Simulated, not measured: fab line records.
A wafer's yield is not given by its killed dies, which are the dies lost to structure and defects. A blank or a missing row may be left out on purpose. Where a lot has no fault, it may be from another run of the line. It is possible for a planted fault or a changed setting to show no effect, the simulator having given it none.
A struck lot beside a sound one -- flow rit_cmos -- 16 out of 202 route steps
Sound: the wafers L867.4, L867.5, L867.6. Wafers struck: L874.1, L874.2, L874.5. The cause is named last.
At each step with rows: each side's tool, then ch and its chambers, then its first start. Under that, the readings that differ: sound wafers -- struck wafers -- difference of the means -- sigmas: that difference in standard deviations of wafers without a fault.
alike: words and numbers the same on both sides, and readings whose means are apart by under 2 such deviations; not compared: readings that were withheld, readings missing a value for some wafer, numbers with overlapping values and no deviation given by the record, and bounds like >300 which may hide the same value.
The two part at a step that has a row with sigmas, a row that says differs or no value, or rows on one side only. Non-overlapping numbers with no deviation appear without sigmas and do not part them. A reading missing from all wafers of one side parts the sides only when that side holds two or more wafers.

first, 1 step without rows for these wafers: RIT_PRETRO_DEVELOP_05 (develop time 68 s).
RIT_PRETRO_OVL_MEAS_06:
  struck on overlay-01, day 5 10:47; sound on overlay-01, day 4 03:46
  alike: PRETRO_OVL
then, 2 steps without rows for these wafers: RIT_PRETRO_HARDBAKE_07 (time 120 s); RIT_PRETRO_IMPLANT_08.
RIT_PRETRO_STRIP_09: strips in O2, time 180 s.
  sound on plasma_asher-02 ch 0,1, day 4 04:14; struck on plasma_asher-04 ch 0,1, day 5 11:20
  alike: drypump_motor_current_A
  not compared: rf_hours_counter_h
RIT_PRETRO_TW_MEAS_10:
  struck on film_metro-04, day 5 11:31; sound on film_metro-04, day 4 04:23
  alike: PRETRO_TW
then, 5 steps without rows for these wafers: RIT_GATE_WET_ETCH_00 (etches SiO2 in BOE, target depth 56 nm, time 60 s); RIT_GATE_CLEAN_01 (cleans in SC1, time 600 s); RIT_GATE_CLEAN_02 (cleans in dHF, time 30 s); RIT_GATE_CLEAN_03 (cleans in SC2, time 600 s); RIT_GATE_CLEAN_04 (cleans in dHF, time 60 s).
RIT_FOX2_THK_MEAS_91:
  struck on film_metro-01, day 5 12:00; sound on film_metro-03, day 4 04:52
  alike: FIELD_OXIDE_LEFT_2_THK
RIT_GATE_OXIDATION_05: target thk 3 nm, ox time 270 s.
  sound on furnace-03 ch 0, day 4 06:27; struck on furnace-04 ch 0, day 5 13:55
reading,sound,struck,difference,sigmas
model.SiO2_of_GATE_OXIDATION_05.thk_nm (nm),2.749 2.739 2.747,2.012 2.014 2.009,-0.733,
  alike: ox_temp_c_max, spike_tc_centre_C, tube_center_temp_C_max
then, 1 step without rows for these wafers: RIT_GATE_ANNEAL_06 (time 600 s).
RIT_GATE_THK_MEAS_07:
  struck on film_metro-03, day 5 17:39; sound on film_metro-01, day 4 08:56
reading,sound,struck,difference,sigmas
GATE_OXIDE_THK (nm),2.72 2.73 2.73,2.00 2.07 2.00,-0.70,-13
  not compared: hold
RIT_M1_PROBE_99:
  record: rows for the struck wafers here (prober-01, day 7 07:58), none for the sound ones

WHERE THEY PART
Earliest at RIT_GATE_THK_MEAS_07; latest, in this record, at RIT_M1_PROBE_99.

WHY: whatever the simulator had introduced
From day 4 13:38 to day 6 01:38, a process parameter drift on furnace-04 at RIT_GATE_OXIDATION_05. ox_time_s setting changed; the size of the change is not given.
